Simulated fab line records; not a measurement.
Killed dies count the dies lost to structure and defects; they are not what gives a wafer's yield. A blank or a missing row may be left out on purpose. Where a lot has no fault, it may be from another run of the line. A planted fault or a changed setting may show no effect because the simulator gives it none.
Which of the tools did it? :: flow berkeley cmos170 :: 42 wafers from 14 lots sampled at 5 of the route's 331 steps

WHAT EACH GAUGE READ, for each wafer
UCB170_NWELL_OVL_MEAS_12.
lot: L585
measured: day 2 02:41
on: overlay-02
NWELL_OVL (nm): -1 8 11

lot: L586
measured: day 2 09:55
on: overlay-01
NWELL_OVL (nm): 3 -5 -4

lot: L587
measured: day 2 21:17
on: overlay-01
NWELL_OVL (nm): 4 4 0

lot: L588
measured: day 3 04:29
on: overlay-01
NWELL_OVL (nm): -6 -10 -6

lot: L590
measured: day 3 10:46
on: overlay-02
NWELL_OVL (nm): 14 13 18

lot: L589
measured: day 3 10:49
on: overlay-02
NWELL_OVL (nm): 12 7 2

lot: L591
measured: day 3 18:34
on: overlay-02
NWELL_OVL (nm): -6 1 -8

lot: L593
measured: day 4 03:11
on: overlay-01
NWELL_OVL (nm): -2 -1 -6

lot: L594
measured: day 4 08:32
on: overlay-02
NWELL_OVL (nm): -3 3 -3

lot: L595
measured: day 4 08:46
on: overlay-01
NWELL_OVL (nm): 2 2 -8

lot: L596
measured: day 4 15:26
on: overlay-02
NWELL_OVL (nm): 9 3 1

lot: L601
measured: day 5 17:58
on: overlay-02
NWELL_OVL (nm): 9 8 6

lot: L607
measured: day 6 20:34
on: overlay-01
NWELL_OVL (nm): -2 -1 3

lot: L608
measured: day 7 00:11
on: overlay-01
NWELL_OVL (nm): 4 2 4

UCB170_NVT_TW_MEAS_09.
lot: L585
measured: day 5 07:26
on: film metro-03
NVT_TW: 526.6 527.1 524.3

lot: L586
measured: day 5 17:09
on: film metro-03
NVT_TW: 524.9 523.9 525.3

lot: L587
measured: day 6 07:53
on: film metro-01
NVT_TW: 526.6 524.1 528.4

lot: L588
measured: day 6 17:44
on: film metro-01
NVT_TW: 523.5 526.3 523.2

lot: L590
measured: day 6 18:23
on: film metro-01
NVT_TW: 526.4 524.2 524.0

lot: L589
measured: day 6 18:18
on: film metro-03
NVT_TW: 528.0 528.9 528.7

lot: L591
measured: day 7 02:47
on: film metro-02
NVT_TW: 529.4 527.5 527.6

lot: L593
measured: day 7 16:44
on: film metro-01
NVT_TW: 528.0 532.4 529.4

lot: L594
measured: day 7 16:44
on: film metro-02
NVT_TW: 525.5 525.4 525.0

lot: L595
measured: day 7 16:46
on: film metro-03
NVT_TW: 526.6 527.0 525.5

lot: L596
measured: day 8 00:32
on: film metro-01
NVT_TW: 530.4 528.5 527.0

lot: L601
measured: day 9 03:46
on: film metro-01
NVT_TW: 29.9 30.0 30.0 30.0 29.9 30.0

lot: L607
measured: day 10 02:05
on: film metro-02
NVT_TW: 530.0 531.4 530.5

lot: L608
measured: day 10 01:27
on: film metro-03
NVT_TW: 30.0 30.0 30.0 29.9 29.9 29.9

UCB170_PLDD_OVL_MEAS_07.
lot: L585
measured: day 5 22:22
on: overlay-01
PLDD_OVL (nm): 6 2 9

lot: L586
measured: day 6 10:15
on: overlay-02
PLDD_OVL (nm): -1 6 6

lot: L587
measured: day 7 00:14
on: overlay-02
PLDD_OVL (nm): 4 1 -3

lot: L588
measured: day 7 14:09
on: overlay-02
PLDD_OVL (nm): -5 -2 -6

lot: L590
measured: day 7 14:23
on: overlay-01
PLDD_OVL (nm): -4 -9 -3

lot: L589
measured: day 7 14:18
on: overlay-01
PLDD_OVL (nm): 4 3 2

lot: L591
measured: day 7 23:56
on: overlay-02
PLDD_OVL (nm): -2 1 0

lot: L593
measured: day 8 06:59
on: overlay-01
PLDD_OVL (nm): -7 -2 1

lot: L594
measured: day 8 07:03
on: overlay-02
PLDD_OVL (nm): 0 -4 -5

lot: L595
measured: day 8 06:20
on: overlay-02
PLDD_OVL (nm): 8 6 7

lot: L596
measured: day 8 22:04
on: overlay-01
PLDD_OVL (nm): 5 5 5

lot: L607
measured: day 10 20:30
on: overlay-02
PLDD_OVL (nm): 0 1 1

WHICH TOOL RAN EACH LOT (tool, then ch and the chambers of the sampled wafers, then the start)
lot: L585
UCB170_NWELL_ETCH_13: rie diel-04 ch 1,2, day 2 02:43
UCB170_NVT_DEVELOP_05: litho track-04 ch 0, day 5 07:00

lot: L586
UCB170_NWELL_ETCH_13: rie diel-03 ch 1,2,3, day 2 09:57
UCB170_NVT_DEVELOP_05: litho track-03 ch 0, day 5 16:00

lot: L587
UCB170_NWELL_ETCH_13: rie diel-04 ch 1,2,3, day 2 21:20
UCB170_NVT_DEVELOP_05: litho track-01 ch 0, day 6 07:00

lot: L588
UCB170_NWELL_ETCH_13: rie diel-02 ch 0,2,3, day 3 04:31
UCB170_NVT_DEVELOP_05: litho track-03 ch 0, day 6 17:00

lot: L590
UCB170_NWELL_ETCH_13: rie diel-02 ch 0,1,2, day 3 10:48
UCB170_NVT_DEVELOP_05: litho track-04 ch 0, day 6 17:00

lot: L589
UCB170_NWELL_ETCH_13: rie diel-03 ch 0,2, day 3 10:50
UCB170_NVT_DEVELOP_05: litho track-01 ch 0, day 6 17:00

lot: L591
UCB170_NWELL_ETCH_13: rie diel-02 ch 1,3, day 3 18:35
UCB170_NVT_DEVELOP_05: litho track-03 ch 0, day 7 02:00

lot: L593
UCB170_NWELL_ETCH_13: rie diel-02 ch 0,1,2, day 4 03:14
UCB170_NVT_DEVELOP_05: litho track-04 ch 0, day 7 16:00

lot: L594
UCB170_NWELL_ETCH_13: rie diel-03 ch 0,2,3, day 4 08:35
UCB170_NVT_DEVELOP_05: litho track-03 ch 0, day 7 16:00

lot: L595
UCB170_NWELL_ETCH_13: rie diel-02 ch 0,1,2, day 4 08:49
UCB170_NVT_DEVELOP_05: litho track-01 ch 0, day 7 16:00

lot: L596
UCB170_NWELL_ETCH_13: rie diel-03 ch 0,1,2, day 4 15:29
UCB170_NVT_DEVELOP_05: litho track-04 ch 0, day 8 00:00

lot: L601
UCB170_NWELL_ETCH_13: rie diel-03 ch 0,1,3, day 5 17:59
UCB170_NVT_DEVELOP_05: litho track-04 ch 0, day 9 03:00

lot: L607
UCB170_NWELL_ETCH_13: rie diel-04 ch 1,2,3, day 6 20:36
UCB170_NVT_DEVELOP_05: litho track-03 ch 0, day 10 01:00

lot: L608
UCB170_NWELL_ETCH_13: rie diel-04 ch 0,1,2, day 7 00:16
UCB170_NVT_DEVELOP_05: litho track-04 ch 0, day 10 01:00
- UCB170_NWELL_ETCH_13: etches Si3N4 in CH3F/Ar/O2, stops on SiO2, target depth 246.4 nm, time 154 s.
- UCB170_NVT_DEVELOP_05: develop time 45 s.

AS READ BY THE TOOLS THEMSELVES (means over the sampled wafers that have a number; for cases with no such wafer, the mark the record gives instead)
UCB170_NWELL_ETCH_13.
lot: L585
tool: rie diel-04
drypump motor current A (A): 5.4
oes product au (a.u.): 0.932
throttle valve pct (%): 8.05

lot: L586
tool: rie diel-03
drypump motor current A (A): 5.8
oes product au (a.u.): 0.949
throttle valve pct (%): 8.09

lot: L587
tool: rie diel-04
drypump motor current A (A): 5.6
oes product au (a.u.): 0.952
throttle valve pct (%): 8.07

lot: L588
tool: rie diel-02
drypump motor current A (A): 5.7
oes product au (a.u.): 0.944
throttle valve pct (%): 8.06

lot: L590
tool: rie diel-02
drypump motor current A (A): 5.2
oes product au (a.u.): 0.945
throttle valve pct (%): 8.14

lot: L589
tool: rie diel-03
drypump motor current A (A): 5.6
oes product au (a.u.): 0.942
throttle valve pct (%): 8.24

lot: L591
tool: rie diel-02
drypump motor current A (A): 6.1
oes product au (a.u.): 0.940
throttle valve pct (%): 8.06

lot: L593
tool: rie diel-02
drypump motor current A (A): 5.2
oes product au (a.u.): 0.950
throttle valve pct (%): 8.14

lot: L594
tool: rie diel-03
drypump motor current A (A): 5.5
oes product au (a.u.): 0.942
throttle valve pct (%): 8.17

lot: L595
tool: rie diel-02
drypump motor current A (A): 5.2
oes product au (a.u.): 0.954
throttle valve pct (%): 8.14

lot: L596
tool: rie diel-03
drypump motor current A (A): 5.9
oes product au (a.u.): 0.932
throttle valve pct (%): 8.17

lot: L601
tool: rie diel-03
drypump motor current A (A): 5.8
oes product au (a.u.): 0.932
throttle valve pct (%): 8.14

lot: L607
tool: rie diel-04
drypump motor current A (A): 5.6
oes product au (a.u.): 0.951
throttle valve pct (%): 8.06

lot: L608
tool: rie diel-04
drypump motor current A (A): 5.5
oes product au (a.u.): 0.940
throttle valve pct (%): 8.02

UCB170_NVT_DEVELOP_05.
lot: L585
tool: litho track-04
chill plate temp C (C): 23.07

lot: L586
tool: litho track-03
chill plate temp C (C): 22.98

lot: L587
tool: litho track-01
chill plate temp C (C): 22.99

lot: L588
tool: litho track-03
chill plate temp C (C): 22.97

lot: L590
tool: litho track-04
chill plate temp C (C): 23.01

lot: L589
tool: litho track-01
chill plate temp C (C): 22.93

lot: L591
tool: litho track-03
chill plate temp C (C): 23.02

lot: L593
tool: litho track-04
chill plate temp C (C): 22.88

lot: L594
tool: litho track-03
chill plate temp C (C): 22.95

lot: L595
tool: litho track-01
chill plate temp C (C): 23.07

lot: L596
tool: litho track-04
chill plate temp C (C): 23.02

lot: L601
tool: litho track-04
chill plate temp C (C): 22.92

lot: L607
tool: litho track-03
chill plate temp C (C): 23.05

lot: L608
tool: litho track-04
chill plate temp C (C): 22.94

THE ANSWER, worked out from the rows above alone
Rule: usual is defined by the lots themselves. Put in order of their means at a reading, lots are off if they are a third of the lots or fewer, leave a main group of 4 or more, and stand apart from it by a gap of 3 or more times the standard deviation of the main group's means; of several such gaps the widest counts. A main group whose means are all the same, to the digits that the tables above print for the reading, isn't used. Also off: a lot with no number at a reading for which 4 or more lots have one. All remaining lots with rows at the step are treated as sound. The gauges are gone through in route order, then the tools' own readings, and for those a lot's mean is taken as printed above. The first step at which some lot is off is used, and at that step the reading that is off furthest; a lot without a number counts as furthest.
Off: L601, L608, at UCB170_NVT_TW_MEAS_09 (NVT_TW). The main group has a mean of 527.0 with a standard deviation of 2.
A tool fits if, at a process step before that reading, it ran every lot that is off, and no sound lot after the first of them. The gauges at UCB170_NVT_TW_MEAS_09 are tried like those tools. One fits: UCB170_NVT_DEVELOP_05 on litho track-04. Its last sound lot is L596 (day 8 00:00), its first lot that is off L601 (day 9 03:00): a fault that began between those two fits.

WHAT HAD BEEN PUT IN BY THE SIMULATOR
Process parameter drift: litho track-04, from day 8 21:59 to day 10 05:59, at UCB170_NVT_DEVELOP_05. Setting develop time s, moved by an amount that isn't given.
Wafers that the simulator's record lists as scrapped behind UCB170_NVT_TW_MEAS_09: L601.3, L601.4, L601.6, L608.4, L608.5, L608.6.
Lots struck among those shown: L601, L608. Same finding as the rule above.
